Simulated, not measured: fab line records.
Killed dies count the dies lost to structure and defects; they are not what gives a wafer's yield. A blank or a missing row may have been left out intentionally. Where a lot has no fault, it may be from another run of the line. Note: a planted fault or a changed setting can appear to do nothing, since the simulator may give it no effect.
The tool behind it: which one? + flow berkeley-cmos170 + 39 wafers from 13 lots sampled at 3 of the route's 331 steps

## WHAT EACH GAUGE READ, for each wafer
UCB170_SILICIDE_RS_MEAS_02: uses a four-point probe to measure. Usual: SILICIDE_TI_RS gives 26.0 ohm/sq (standard deviation 0.38).
| lot  | measured     | on            | SILICIDE_TI_RS (ohm/sq) | flag |
|------|--------------|---------------|-------------------------|------|
| L823 | day 7 23:32  | film-metro-03 | 26.0 26.1 25.7          |      |
| L825 | day 8 08:49  | film-metro-01 | 25.8 26.2 25.8          |      |
| L824 | day 8 09:34  | film-metro-04 | 26.7 26.3 26.4          |      |
| L827 | day 8 22:24  | film-metro-04 | 27.0 26.8 26.6          |      |
| L830 | day 9 12:32  | film-metro-04 | 25.9 25.9 25.7          |      |
| L828 | day 9 15:11  | film-metro-04 | 26.2 25.9 26.3          |      |
| L829 | day 9 15:11  | film-metro-03 | 26.2 26.0 26.2          |      |
| L831 | day 9 15:19  | film-metro-01 | 26.0 26.1 26.4          |      |
| L835 | day 11 03:14 | film-metro-03 | 26.2 26.4 26.4          |      |
| L839 | day 12 07:31 | film-metro-03 | 31.4 26.1 26.3          | OFF  |
| L842 | day 12 08:51 | film-metro-04 | 26.0 25.9 25.9          |      |
| L845 | day 14 01:03 | film-metro-03 | 25.9 25.7 26.1          |      |
| L846 | day 14 09:17 | film-metro-01 | 26.3 26.0 26.4          |      |

UCB170_SILICIDE_THK_MEAS_03: measures by xrf. Usual: SILICIDE_TI_THK gives 29.9 nm (standard deviation 0.38).
| lot  | measured     | on            | SILICIDE_TI_THK (nm) | flag |
|------|--------------|---------------|----------------------|------|
| L823 | day 7 23:37  | film-metro-03 | 29.7 29.6 30.1       |      |
| L825 | day 8 08:56  | film-metro-01 | 30.5 30.1 30.5       |      |
| L824 | day 8 09:41  | film-metro-04 | 29.5 29.7 29.6       |      |
| L827 | day 8 22:31  | film-metro-04 | 29.1 29.2 29.5       |      |
| L830 | day 9 12:40  | film-metro-04 | 30.0 30.1 30.0       |      |
| L828 | day 9 15:17  | film-metro-04 | 29.6 30.0 29.7       |      |
| L829 | day 9 15:17  | film-metro-03 | 29.8 30.0 29.6       |      |
| L831 | day 9 15:25  | film-metro-01 | 30.2 30.1 29.7       |      |
| L835 | day 11 03:22 | film-metro-03 | 29.7 29.6 29.5       |      |
| L839 | day 12 07:37 | film-metro-03 | 25.5 30.0 29.5       | OFF  |
| L842 | day 12 08:58 | film-metro-04 | 29.8 30.0 29.9       |      |
| L845 | day 14 01:09 | film-metro-03 | 30.1 30.2 29.8       |      |
| L846 | day 14 09:25 | film-metro-01 | 30.0 30.2 29.9       |      |

## TOOL THAT RAN EACH LOT (tool first, then ch and the chambers of the sampled wafers, then the start)
| lot  | UCB170_SILICIDE_SPUTTER_01   |
|------|------------------------------|
| L823 | pvd-sputter-02, day 7 23:26  |
| L825 | pvd-sputter-03, day 8 08:46  |
| L824 | pvd-sputter-02, day 8 09:32  |
| L827 | pvd-sputter-02, day 8 22:22  |
| L830 | pvd-sputter-03, day 9 12:31  |
| L828 | pvd-sputter-02, day 9 15:08  |
| L829 | pvd-sputter-04, day 9 15:08  |
| L831 | pvd-sputter-03, day 9 15:15  |
| L835 | pvd-sputter-02, day 11 03:13 |
| L839 | pvd-sputter-02, day 12 07:26 |
| L842 | pvd-sputter-04, day 12 08:48 |
| L845 | pvd-sputter-03, day 14 00:59 |
| L846 | pvd-sputter-04, day 14 09:07 |
- UCB170_SILICIDE_SPUTTER_01: material Ti, target thk 30 nm, time 25 s.

## AS READ BY THE TOOLS THEMSELVES (means over the sampled wafers that have a number; for cases with no such wafer, the mark the record gives instead)
UCB170_SILICIDE_SPUTTER_01. Usual: 30.3 % for throttle-valve-pct, sd 1.3.
| lot  | tool           | throttle-valve-pct (%) | flag |
|------|----------------|------------------------|------|
| L823 | pvd-sputter-02 | 30.3                   |      |
| L825 | pvd-sputter-03 | 30.3                   |      |
| L824 | pvd-sputter-02 | 31.3                   |      |
| L827 | pvd-sputter-02 | 31.0                   |      |
| L830 | pvd-sputter-03 | 30.3                   |      |
| L828 | pvd-sputter-02 | 30.0                   |      |
| L829 | pvd-sputter-04 | 29.6                   |      |
| L831 | pvd-sputter-03 | 30.5                   |      |
| L835 | pvd-sputter-02 | 31.2                   |      |
| L839 | pvd-sputter-02 | 31.2                   |      |
| L842 | pvd-sputter-04 | 28.9                   |      |
| L845 | pvd-sputter-03 | 30.3                   |      |
| L846 | pvd-sputter-04 | 29.7                   |      |

## THE ANSWER, worked out from the rows above alone
Rule: lot off if the mean of its wafers having a number is beyond 3 standard deviations from the usual mean. Also off: a lot with no number at a reading for which 4 or more lots have one. All remaining lots with rows at the step are treated as sound. First the gauges in route order, then the tools' own readings, where a lot's mean is used as printed above. At the first step where some lot is off, the reading lying furthest off is the one used; lots without a number count as furthest.
Off: at UCB170_SILICIDE_RS_MEAS_02 (SILICIDE_TI_RS), L839.
If a tool, at a process step before that reading, ran all the lots that are off and no sound lot after the first of them, it fits. The gauges at UCB170_SILICIDE_RS_MEAS_02 are tried like those tools. One fits: pvd-sputter-02 at UCB170_SILICIDE_SPUTTER_01. A fault onset in the window from L835 (day 11 03:13, its last sound lot) to L839 (day 12 07:26, its first lot off) fits.

## WHAT THE SIMULATOR HAD INSERTED
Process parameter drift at UCB170_SILICIDE_SPUTTER_01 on pvd-sputter-02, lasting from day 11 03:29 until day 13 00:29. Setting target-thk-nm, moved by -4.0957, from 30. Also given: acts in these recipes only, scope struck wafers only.
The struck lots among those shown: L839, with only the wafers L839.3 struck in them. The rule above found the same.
